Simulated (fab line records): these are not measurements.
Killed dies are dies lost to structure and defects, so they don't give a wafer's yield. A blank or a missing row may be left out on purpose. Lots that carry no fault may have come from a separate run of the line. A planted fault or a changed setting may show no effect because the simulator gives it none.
fab line records + flow rit_cmos
record
- lots=7
- wafers=21
- last_day=4
route steps=202 shown NWELL@35 PWELL@39 WELLDRIVE@50 NRETRO@53 M1@202
lots that met no fault: from a run of the same line without faults
start_h: start of the lot's first displayed wafer, in hours after the record's first day + wait_h: hours from the lot's prior step to this one + " identical to the entry in the row above + L1.1+2: one row covering several wafers at once + - no value, or no start given + * or withheld: withheld + < > ~ a bound
route shown NAME@n: names a module that has steps shown in the file, with the first one's number in the route + usual: the fault-free wafers' mean and standard deviation + same: alike in all rows + chamber/n: place in a boat + sites: readings site by site + _std_site: their standard deviation + _edge_site: outer sites' mean less inner sites' + radius_mm: for every site, how far away it sits from the centre of the wafer + mask NAME#n: copy n + behind: the last tool/chamber to shape the wafer + hold: why the lot went on hold/how many hours it stayed there/how the hold came to an end + device: names the non-switching transistor (n, p or np) + end of line: the route-end tests of the same wafers + a step without rows: its recipe alone + killed: dies that structure and defects cost at the first sort, which is not the same as the wafer's yield + map: a wafer's dies, marking killed ones x, the rest . and places with no die _
set.NAME: the setting as run; set.NAME@STEP: as run at that earlier step + model.NAME: the simulator's own value behind a step, which no gauge read
certain route steps with their lots: each step a table, each wafer a row
services: a tool's chamber out of use, with start hour (start_h, from the record's first day; less than 0 if before it), hours out, and reason
## steps
# step RIT_NWELL_HARDBAKE_07
# recipe
- resist=NOVOLAK
- temp_c=140
- time_s=120
# step RIT_NWELL_IMPLANT_08
# recipe
- species=P
- energy_kev=170
- dose_cm2=5e+13
- tilt_deg=7
# step RIT_NWELL_STRIP_09
# recipe
- chemistry=O2
- time_s=180
- resist=NOVOLAK
- platen_temp_c=withheld
- power_w=500
- pressure_mtorr=4000
- o2_flow_sccm=4000
# usual
- drypump_motor_current_A=5.23/0.24
- rf_refl_power_W=7.5/1.3
| lot.wafer | tool            | chamber | start_h | wait_h | drypump_motor_current_A | rf_hours_counter_h | rf_refl_power_W |
|-----------|-----------------|---------|---------|--------|-------------------------|--------------------|-----------------|
| L733.1    | plasma_asher-02 | 1       | 20.78   | 0.1    | 5.10                    | 38                 | 7.6             |
| L733.3    | "               | 1       | "       | "      | 5.10                    | -                  | 7.7             |
| L733.6    | "               | 1       | "       | "      | 5.09                    | -                  | 7.6             |
| L736.2    | plasma_asher-02 | 0       | 36.00   | 0.1    | 5.53                    | 40                 | 8.5             |
| L736.5    | "               | 0       | "       | "      | 5.52                    | -                  | 8.9             |
| L736.6    | "               | 1       | "       | "      | 5.09                    | -                  | 7.8             |
| L737.2    | plasma_asher-02 | 1       | 41.05   | 0.1    | 5.12                    | 41                 | 7.7             |
| L737.3    | "               | 1       | "       | "      | 5.10                    | -                  | 7.7             |
| L737.4    | "               | 0       | "       | "      | 5.52                    | -                  | 8.4             |
| L738.3    | plasma_asher-04 | 1       | 45.88   | 0.1    | 4.95                    | -                  | 8.6             |
| L738.4    | "               | 0       | "       | "      | 5.06                    | -                  | 7.7             |
| L738.6    | "               | 0       | "       | "      | 5.04                    | -                  | 7.5             |
| L740.1    | plasma_asher-01 | 0       | 56.39   | 0.1    | 5.46                    | 40                 | 6.2             |
| L740.2    | "               | 1       | "       | "      | 5.48                    | 40                 | 4.8             |
| L740.3    | "               | 0       | "       | "      | 5.46                    | -                  | 6.7             |
| L741.2    | plasma_asher-01 | 1       | 60.89   | 0.1    | 5.50                    | 40                 | 4.5             |
| L741.4    | "               | 0       | "       | "      | 5.47                    | -                  | 6.5             |
| L741.6    | "               | 0       | "       | "      | 5.47                    | -                  | 6.5             |
| L742.4    | plasma_asher-01 | 0       | 67.12   | 0.1    | 5.47                    | -                  | 6.4             |
| L742.5    | "               | 0       | "       | "      | 5.48                    | -                  | 6.5             |
| L742.6    | "               | 1       | "       | "      | 5.47                    | -                  | 4.8             |
# step RIT_NWELL_TW_MEAS_10
# usual
- NWELL_TW=2160/18
| lot.wafer | tool          | chamber | start_h | wait_h | NWELL_TW |
|-----------|---------------|---------|---------|--------|----------|
| L733.1    | film_metro-03 | -       | 20.96   | 0.1    | 2140     |
| L733.3    | "             | -       | "       | "      | 2143     |
| L733.6    | "             | -       | "       | "      | 2139     |
| L736.2    | film_metro-01 | -       | 36.19   | 0.1    | 2181     |
| L736.5    | "             | -       | "       | "      | 2180     |
| L736.6    | "             | -       | "       | "      | 2185     |
| L737.2    | film_metro-01 | -       | 41.24   | 0.1    | 2173     |
| L737.3    | "             | -       | "       | "      | 2186     |
| L737.4    | "             | -       | "       | "      | 2171     |
| L738.3    | film_metro-01 | -       | 46.01   | 0.1    | 2170     |
| L738.4    | "             | -       | "       | "      | 2180     |
| L738.6    | "             | -       | "       | "      | 2173     |
| L740.1    | film_metro-04 | -       | 56.56   | 0.1    | 2162     |
| L740.2    | "             | -       | "       | "      | 2165     |
| L740.3    | "             | -       | "       | "      | 2175     |
| L741.2    | film_metro-04 | -       | 61.07   | 0.1    | 2163     |
| L741.4    | "             | -       | "       | "      | 2173     |
| L741.6    | "             | -       | "       | "      | 2157     |
| L742.4    | film_metro-03 | -       | 67.26   | 0.1    | 2125     |
| L742.5    | "             | -       | "       | "      | 2118     |
| L742.6    | "             | -       | "       | "      | 2119     |
# step RIT_PWELL_HMDS_00
# recipe
- prime_time_s=60
- prime_temp_c=140
# step RIT_PWELL_COAT_01
# recipe
- resist=NOVOLAK
- spin_rpm=2000
- resist_thk_nm=1300
# step RIT_PWELL_SOFTBAKE_02
# recipe
- resist=NOVOLAK
- temp_c=90
- time_s=60
# step RIT_PWELL_EXPOSE_03
# recipe
- mask_id=M3
- na=0.57
- target_cd_nm=43700
- dose_mj=250
# step RIT_PWELL_PEB_04
# recipe
- resist=NOVOLAK
- temp_c=withheld
- time_s=withheld
# step RIT_PWELL_DEVELOP_05
# recipe
- resist=NOVOLAK
- develop_time_s=68
- dev_temp_c=23
# step RIT_PWELL_OVL_MEAS_06
# usual
- PWELL_OVL=0.5/1.3
| lot.wafer | tool       | chamber | start_h | wait_h | PWELL_OVL[nm] |
|-----------|------------|---------|---------|--------|---------------|
| L733.1    | overlay-01 | -       | 21.93   | -      | 1.8           |
| L733.3    | "          | -       | "       | "      | 0.5           |
| L733.6    | "          | -       | "       | "      | -1.2          |
| L736.2    | overlay-01 | -       | 37.12   | -      | -0.3          |
| L736.5    | "          | -       | "       | "      | -1.7          |
| L736.6    | "          | -       | "       | "      | 0.3           |
| L737.2    | overlay-01 | -       | 42.43   | -      | -0.7          |
| L737.3    | "          | -       | "       | "      | 1.4           |
| L737.4    | "          | -       | "       | "      | 1.1           |
| L738.3    | overlay-01 | -       | 47.09   | -      | -0.2          |
| L738.4    | "          | -       | "       | "      | -0.4          |
| L738.6    | "          | -       | "       | "      | -0.9          |
| L740.1    | overlay-02 | -       | 57.63   | -      | 2.8           |
| L740.2    | "          | -       | "       | "      | 0.8           |
| L740.3    | "          | -       | "       | "      | 1.0           |
| L741.2    | overlay-01 | -       | 62.01   | -      | 0.9           |
| L741.4    | "          | -       | "       | "      | 3.1           |
| L741.6    | "          | -       | "       | "      | 2.5           |
| L742.4    | overlay-01 | -       | 68.19   | -      | 2.9           |
| L742.5    | "          | -       | "       | "      | 1.4           |
| L742.6    | "          | -       | "       | "      | 1.4           |
# step RIT_PWELL_HARDBAKE_07
# recipe
- resist=NOVOLAK
- temp_c=140
- time_s=120
# step RIT_PWELL_IMPLANT_08
# recipe
- species=B
- energy_kev=170
- dose_cm2=7e+13
- tilt_deg=7
# usual
- implant_ion_amu=11/0
| lot.wafer | tool         | chamber | start_h | wait_h | implant_ion_amu | model.implant.rp_nm | model.implant.drp_nm |
|-----------|--------------|---------|---------|--------|-----------------|---------------------|----------------------|
| L733.1    | implanter-03 | 0       | 22.23   | 0.2    | 11              | 482                 | 102.9                |
| L733.3    | "            | 0       | "       | "      | 11              | 482                 | 102.9                |
| L733.6    | "            | 0       | "       | "      | 11              | 482                 | 102.9                |
| L736.2    | implanter-01 | 0       | 37.43   | 0.2    | 11              | 487.3               | 102.9                |
| L736.5    | "            | 0       | "       | "      | 11              | 487.3               | 102.9                |
| L736.6    | "            | 0       | "       | "      | 11              | 487.3               | 102.9                |
| L737.2    | implanter-03 | 0       | 42.73   | 0.2    | 11              | 487.6               | 102.9                |
| L737.3    | "            | 0       | "       | "      | 11              | 487.6               | 102.9                |
| L737.4    | "            | 0       | "       | "      | 11              | 487.6               | 102.9                |
| L738.3    | implanter-01 | 0       | 47.41   | 0.2    | 11              | 486.5               | 102.9                |
| L738.4    | "            | 0       | "       | "      | 11              | 486.5               | 102.9                |
| L738.6    | "            | 0       | "       | "      | 11              | 486.5               | 102.9                |
| L740.1    | implanter-04 | 0       | 57.91   | 0.2    | 49              | 124.5               | 49.91                |
| L740.2    | "            | 0       | "       | "      | 49              | 124.5               | 49.91                |
| L740.3    | "            | 0       | "       | "      | 49              | 124.5               | 49.91                |
| L741.2    | implanter-01 | 0       | 62.31   | 0.2    | 49              | 127                 | 49.91                |
| L741.4    | "            | 0       | "       | "      | 49              | 127                 | 49.91                |
| L741.6    | "            | 0       | "       | "      | 49              | 127                 | 49.91                |
| L742.4    | implanter-04 | 0       | 68.53   | 0.2    | 49              | 125.4               | 49.91                |
| L742.5    | "            | 0       | "       | "      | 49              | 125.4               | 49.91                |
| L742.6    | "            | 0       | "       | "      | 49              | 125.4               | 49.91                |
# step RIT_PWELL_STRIP_09
# recipe
- chemistry=O2
- time_s=180
- resist=NOVOLAK
- platen_temp_c=withheld
- power_w=500
- pressure_mtorr=4000
- o2_flow_sccm=4000
# usual
- drypump_motor_current_A=5.6/0.33
- rf_refl_power_W=6.7/1.7
| lot.wafer | tool            | chamber | start_h | wait_h | drypump_motor_current_A | rf_hours_counter_h | rf_refl_power_W |
|-----------|-----------------|---------|---------|--------|-------------------------|--------------------|-----------------|
| L733.1    | plasma_asher-03 | 1       | 22.38   | 0.1    | 5.7                     | 24                 | 7.9             |
| L733.3    | "               | 0       | "       | "      | 6.2                     | -                  | 4.0             |
| L733.6    | "               | 0       | "       | "      | 6.2                     | -                  | 4.0             |
| L736.2    | plasma_asher-02 | 1       | 37.55   | 0.1    | 5.1                     | 40                 | 7.6             |
| L736.5    | "               | 0       | "       | "      | 5.5                     | -                  | 8.6             |
| L736.6    | "               | 1       | "       | "      | 5.1                     | -                  | 7.5             |
| L737.2    | plasma_asher-01 | 0       | 42.86   | 0.1    | 5.5                     | 38                 | 6.9             |
| L737.3    | "               | 1       | "       | "      | 5.5                     | -                  | 4.5             |
| L737.4    | "               | 0       | "       | "      | 5.5                     | -                  | 6.3             |
| L738.3    | plasma_asher-02 | 1       | 47.57   | 0.1    | 5.1                     | -                  | 7.6             |
| L738.4    | "               | 0       | "       | "      | 5.5                     | -                  | 8.4             |
| L738.6    | "               | 0       | "       | "      | 5.5                     | -                  | 8.8             |
| L740.1    | plasma_asher-02 | 1       | 58.06   | 0.1    | 5.1                     | 42                 | 7.2             |
| L740.2    | "               | 0       | "       | "      | 5.5                     | 42                 | 8.7             |
| L740.3    | "               | 0       | "       | "      | 5.5                     | -                  | 8.8             |
| L741.2    | plasma_asher-01 | 0       | 62.44   | 0.1    | 5.5                     | 40                 | 6.7             |
| L741.4    | "               | 0       | "       | "      | 5.5                     | -                  | 6.7             |
| L741.6    | "               | 0       | "       | "      | 5.5                     | -                  | 6.5             |
| L742.4    | plasma_asher-03 | 1       | 68.67   | 0.1    | 5.7                     | -                  | 8.1             |
| L742.5    | "               | 1       | "       | "      | 5.7                     | -                  | 7.9             |
| L742.6    | "               | 0       | "       | "      | 6.2                     | -                  | 4.2             |
# step RIT_PWELL_TW_MEAS_10
# usual
- PWELL_TW=958/8.6
| lot.wafer | tool          | chamber | start_h | wait_h | PWELL_TW |
|-----------|---------------|---------|---------|--------|----------|
| L733.1    | film_metro-03 | -       | 22.55   | 0.1    | 956      |
| L733.3    | "             | -       | "       | "      | 954      |
| L733.6    | "             | -       | "       | "      | 951      |
| L736.2    | film_metro-01 | -       | 37.74   | 0.1    | 965      |
| L736.5    | "             | -       | "       | "      | 965      |
| L736.6    | "             | -       | "       | "      | 967      |
| L737.2    | film_metro-03 | -       | 43.04   | 0.1    | 950      |
| L737.3    | "             | -       | "       | "      | 947      |
| L737.4    | "             | -       | "       | "      | 944      |
| L738.3    | film_metro-04 | -       | 47.71   | 0.1    | 961      |
| L738.4    | "             | -       | "       | "      | 961      |
| L738.6    | "             | -       | "       | "      | 961      |
| L740.1    | film_metro-04 | -       | 58.24   | 0.1    | 1909     |
| L740.2    | "             | -       | "       | "      | 1923     |
| L740.3    | "             | -       | "       | "      | 1914     |
| L741.2    | film_metro-03 | -       | 62.62   | 0.1    | 1872     |
| L741.4    | "             | -       | "       | "      | 1883     |
| L741.6    | "             | -       | "       | "      | 1880     |
| L742.4    | film_metro-04 | -       | 68.81   | 0.1    | 1912     |
| L742.5    | "             | -       | "       | "      | 1915     |
| L742.6    | "             | -       | "       | "      | 1918     |
# step RIT_WELLDRIVE_ANNEAL_00
# recipe
- temp_c=1100
- time_s=14700
- ambient=N2
# step RIT_WELLDRIVE_RS_MEAS_01
# recipe
- thk_meas_gauge=four-point-probe
# usual
- NWELL_RS=275.5/0.83
| lot.wafer | tool          | chamber | start_h | wait_h | NWELL_RS[ohm/sq] |
|-----------|---------------|---------|---------|--------|------------------|
| L733.1    | film_metro-01 | -       | 27.70   | 0.0    | 275.7            |
| L733.3    | "             | -       | "       | "      | 275.9            |
| L733.6    | "             | -       | "       | "      | 275.7            |
| L736.2    | film_metro-03 | -       | 43.58   | 0.0    | 276.4            |
| L736.5    | "             | -       | "       | "      | 274.9            |
| L736.6    | "             | -       | "       | "      | 275.7            |
| L737.2    | film_metro-01 | -       | 48.19   | 0.0    | 274.1            |
| L737.3    | "             | -       | "       | "      | 274.6            |
| L737.4    | "             | -       | "       | "      | 274.1            |
| L738.3    | film_metro-04 | -       | 52.87   | 0.0    | 276.4            |
| L738.4    | "             | -       | "       | "      | 275.6            |
| L738.6    | "             | -       | "       | "      | 275.9            |
| L740.1    | film_metro-04 | -       | 63.38   | 0.0    | 274.9            |
| L740.2    | "             | -       | "       | "      | 274.3            |
| L740.3    | "             | -       | "       | "      | 274.4            |
| L741.2    | film_metro-03 | -       | 68.23   | 0.0    | 275.6            |
| L741.4    | "             | -       | "       | "      | 275.7            |
| L741.6    | "             | -       | "       | "      | 275.3            |
| L742.4    | film_metro-04 | -       | 74.17   | 0.1    | 276.0            |
| L742.5    | "             | -       | "       | "      | 275.9            |
| L742.6    | "             | -       | "       | "      | 275.7            |
# step RIT_WELLDRIVE_RS_MEAS_02
# recipe
- thk_meas_gauge=four-point-probe
# usual
- PWELL_RS=429.3/1.1
| lot.wafer | tool          | chamber | start_h | wait_h | PWELL_RS[ohm/sq] |
|-----------|---------------|---------|---------|--------|------------------|
| L733.1    | film_metro-01 | -       | 27.82   | 0.1    | 428.0            |
| L733.3    | "             | -       | "       | "      | 429.1            |
| L733.6    | "             | -       | "       | "      | 429.0            |
| L736.2    | film_metro-03 | -       | 43.70   | 0.1    | 430.0            |
| L736.5    | "             | -       | "       | "      | 427.3            |
| L736.6    | "             | -       | "       | "      | 427.8            |
| L737.2    | film_metro-01 | -       | 48.31   | 0.1    | 430.6            |
| L737.3    | "             | -       | "       | "      | 429.0            |
| L737.4    | "             | -       | "       | "      | 430.3            |
| L738.3    | film_metro-04 | -       | 52.99   | 0.1    | 428.5            |
| L738.4    | "             | -       | "       | "      | 428.4            |
| L738.6    | "             | -       | "       | "      | 430.5            |
| L740.1    | film_metro-04 | -       | 63.50   | 0.1    | 465.4            |
| L740.2    | "             | -       | "       | "      | 464.2            |
| L740.3    | "             | -       | "       | "      | 464.4            |
| L741.2    | film_metro-03 | -       | 68.35   | 0.1    | 463.1            |
| L741.4    | "             | -       | "       | "      | 465.2            |
| L741.6    | "             | -       | "       | "      | 463.7            |
| L742.4    | film_metro-04 | -       | 74.29   | 0.1    | 463.9            |
| L742.5    | "             | -       | "       | "      | 465.2            |
| L742.6    | "             | -       | "       | "      | 464.6            |
# step RIT_NRETRO_HMDS_00
# recipe
- prime_time_s=60
- prime_temp_c=140
# step RIT_M1_PROBE_99
# usual
- killed_at_contacts=0.1/0.31
- killed_at_front_end=7.1/2.8
- killed_dies=7.2/2.8
- killed_open=3.5/2
- killed_short=3.7/1.9
# same
- gross_dies=264
- killed_at_M0_to_M3=0
- killed_at_M4_up=0
- killed_at_back_side=0
- killed_at_other=0
| lot.wafer | tool      | chamber | start_h | wait_h | killed_at_contacts | killed_at_front_end | killed_dies | killed_open | killed_short |
|-----------|-----------|---------|---------|--------|--------------------|---------------------|-------------|-------------|--------------|
| L733.1    | prober-01 | -       | 56.28   | 0.1    | 0                  | 15                  | 15          | 8           | 7            |
| L733.3    | prober-01 | -       | 56.38   | 0.2    | 0                  | 6                   | 6           | 4           | 2            |
| L733.6    | prober-01 | -       | 56.53   | 0.2    | 0                  | 5                   | 5           | 0           | 5            |
| L737.2    | prober-01 | -       | 76.54   | 0.1    | 0                  | 8                   | 8           | 3           | 5            |
| L737.3    | prober-01 | -       | 76.59   | 0.2    | 0                  | 8                   | 8           | 6           | 2            |
| L737.4    | prober-01 | -       | 76.64   | 0.2    | 0                  | 8                   | 8           | 4           | 4            |
| L742.4    | prober-02 | -       | 107.11  | 0.2    | 0                  | 5                   | 5           | 2           | 3            |
| L742.5    | prober-02 | -       | 107.16  | 0.2    | 0                  | 5                   | 5           | 1           | 4            |
| L742.6    | prober-02 | -       | 107.21  | 0.2    | 0                  | 5                   | 5           | 2           | 3            |
# killed by level:class
L733.1 SILICIDE:geometric_particle:open=4 GATE:geometric_particle:short=3 GATE:geometric_particle:open=2 SILICIDE:geometric_particle:short=2 FOX1:geometric_particle:short=1 REOX:geometric_particle:open=1 SPACER:geometric_particle:short=1 SPACER:geometric_particle:open=1
L733.3 FOX1:geometric_particle:short=2 SPACER:geometric_particle:open=2 FOX1:geometric_particle:open=1 GATE:geometric_particle:open=1
L733.6 SPACER:geometric_particle:short=3 FOX2:geometric_particle:short=1 SILICIDE:geometric_particle:short=1
L737.2 FOX2:geometric_particle:open=2 GATE:geometric_particle:short=2 REOX:geometric_particle:short=2 FOX2:geometric_particle:short=1 SPACER:geometric_particle:open=1
L737.3 FOX1:geometric_particle:open=2 GATE:geometric_particle:open=2 FOX1:geometric_particle:short=1 FOX2:geometric_particle:short=1 SPACER:geometric_particle:open=1 SILICIDE:geometric_particle:open=1
L737.4 FOX1:geometric_particle:open=2 FOX1:geometric_particle:short=2 GATE:geometric_particle:short=1 REOX:geometric_particle:open=1 SPACER:geometric_particle:open=1 SILICIDE:geometric_particle:short=1
L742.4 FOX2:geometric_particle:short=2 REOX:geometric_particle:open=1 SPACER:geometric_particle:open=1 SILICIDE:geometric_particle:short=1
L742.5 FOX2:geometric_particle:short=2 FOX2:geometric_particle:open=1 GATE:geometric_particle:short=1 SILICIDE:geometric_particle:short=1
L742.6 FOX2:geometric_particle:short=2 FOX1:geometric_particle:open=1 SPACER:geometric_particle:open=1 SILICIDE:geometric_particle:short=1
## services
| tool            | chamber | start_h | hours | kind   |
|-----------------|---------|---------|-------|--------|
| plasma_asher-03 | -       | -3.08   | 2.8   | pm     |
| implanter-04    | -       | 26.31   | 22.5  | repair |
| implanter-03    | -       | 39.14   | 3.5   | repair |
| implanter-01    | -       | 57.60   | 2.9   | pm     |
## key
first_sign
- step=RIT_PWELL_IMPLANT_08
- reading=implant_ion_amu
- direction=up
- sigmas=99+
- usual=11
- struck=49
effect
- step=RIT_PWELL_TW_MEAS_10
- reading=PWELL_TW
- direction=up
- sigmas=99+
- usual=958
- struck=1903
effect
- step=RIT_WELLDRIVE_RS_MEAS_02
- reading=PWELL_RS
- direction=up
- sigmas=33
- usual=429.3
- struck=464.4
model_effect
- step=RIT_PWELL_IMPLANT_08
- value=implant.rp_nm
- without=489
- struck=125.6
met_at RIT_PWELL_IMPLANT_08
struck_wafers L740.1,L740.2,L740.3,L741.2,L741.4,L741.6,L742.4,L742.5,L742.6
tester_left_out L740,L741,L742
onset_between 47.41 57.91
fault
- kind=wrong_recipe_download
- tool=implanter-01,implanter-03,implanter-04
- chamber=-
- onset_h=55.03
- steps=RIT_PWELL_IMPLANT_08
- wrong_recipe.not_listed=1
# tester_left_out: of these lots the tester's yield and bins aren't shown, on N5 and GAA mostly nor the transistor test; their killed dies are dies lost to structure and defects alone, not to doping, threshold or leakage, so they don't give the yield
